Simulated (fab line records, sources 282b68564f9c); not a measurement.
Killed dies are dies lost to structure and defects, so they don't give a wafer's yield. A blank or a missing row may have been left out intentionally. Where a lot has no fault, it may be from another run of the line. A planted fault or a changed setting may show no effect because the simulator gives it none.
Which tool was responsible? | flow ritCmos | 42 wafers from 14 lots sampled at 2 of the route's 202 steps

## WHAT THE GAUGES SHOWED, per wafer
The record lacks any reading of a measuring or inspecting step that a usual standard deviation could be used to judge.

## WHICH TOOL RAN EACH LOT (tool, then ch and the chambers of the sampled wafers, then the start)
lot  | RIT_NWELL_IMPLANT_08           | RIT_M1_PROBE_99
L509 | implanter-04 ch 0, day 2 06:38 | -
L510 | implanter-02 ch 0, day 2 13:49 | -
L511 | implanter-02 ch 0, day 2 23:19 | -
L512 | implanter-04 ch 0, day 2 23:32 | -
L514 | implanter-04 ch 0, day 3 05:51 | -
L516 | implanter-01 ch 0, day 3 10:31 | prober-01, day 5 05:02
L515 | implanter-04 ch 0, day 3 10:44 | -
L517 | implanter-01 ch 0, day 3 18:35 | -
L519 | implanter-02 ch 0, day 3 23:54 | -
L523 | implanter-01 ch 0, day 4 21:34 | -
L527 | implanter-04 ch 0, day 5 20:22 | -
L528 | implanter-04 ch 0, day 5 22:30 | -
L530 | implanter-04 ch 0, day 6 13:15 | -
L531 | implanter-01 ch 0, day 6 14:41 | prober-01, day 8 05:51
- RIT_NWELL_IMPLANT_08
- RIT_M1_PROBE_99

## AS READ BY THE TOOLS THEMSELVES (means over the sampled wafers that have a number; for cases with no such wafer, the mark the record gives instead)
RIT_NWELL_IMPLANT_08.
lot  | tool         | beamEnergyKeV | beamOnS (s)
L509 | implanter-04 | 170.01        | 10.06
L510 | implanter-02 | 170.00        | 9.97
L511 | implanter-02 | 169.98        | 10.09
L512 | implanter-04 | 170.00        | 9.96
L514 | implanter-04 | 170.04        | 10.06
L516 | implanter-01 | 169.95        | 9.74
L515 | implanter-04 | 170.07        | 9.84
L517 | implanter-01 | 170.03        | 10.13
L519 | implanter-02 | 169.93        | 10.16
L523 | implanter-01 | 170.02        | 10.04
L527 | implanter-04 | 170.00        | 10.10
L528 | implanter-04 | 163.56        | 9.83
L530 | implanter-04 | 163.50        | 10.29
L531 | implanter-01 | 170.06        | 10.06

RIT_M1_PROBE_99.
lot  | tool      | killed_at_M0_to_M3 | killedAtFrontEnd | killedDies | killedOpen | killedShort
L516 | prober-01 | 0.0                | 6.3              | 6.3        | 3.3        | 3.0
L531 | prober-01 | 0.0                | 12.3             | 12.3       | 6.3        | 6.0

## THE ANSWER, worked out from the rows above alone
Rule: the usual values come from the lots themselves. Put in order of their means at a reading, lots are off if they are a third of the lots or fewer, leave a main group of 4 or more, and stand apart from it by a gap of 3 or more times the standard deviation of the main group's means; of several such gaps the widest counts. A main group is skipped when, at the precision printed for the reading in the tables above, its means are all equal. Also off: a lot with no number at a reading for which 4 or more lots have one. Any other lot the step has rows for is counted as sound. Order of review: gauges by route order, followed by the tools' own readings, for which a lot's mean as printed above is used. At the first step where some lot is off, the reading lying furthest off is the one used; lots without a number count as furthest.
Off: L528, L530 (RIT_NWELL_IMPLANT_08, beamEnergyKeV). Mean 170.01 and standard deviation 0.039 in the main group.
A tool fits if, at that step or a process step before it, it ran every lot that is off, and no sound lot after the first of them. One fits: implanter-04 at RIT_NWELL_IMPLANT_08. A fault onset in the window from L527 (day 5 20:22, its last sound lot) to L528 (day 5 22:30, its first lot off) fits.
On the lots that are off, the tool's own readings at RIT_NWELL_IMPLANT_08 differ by more than 5 times the standard deviation of the sound lots' means, which bears it out; beamEnergyKeV reads 163.53 there versus 170.01 on the sound lots.

## WHAT THE SIMULATOR PUT IN
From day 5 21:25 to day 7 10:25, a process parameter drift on implanter-04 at RIT_NWELL_IMPLANT_08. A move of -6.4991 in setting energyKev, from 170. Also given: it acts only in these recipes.
Shown lots that were struck: L528, L530. The same result came from the rule above.
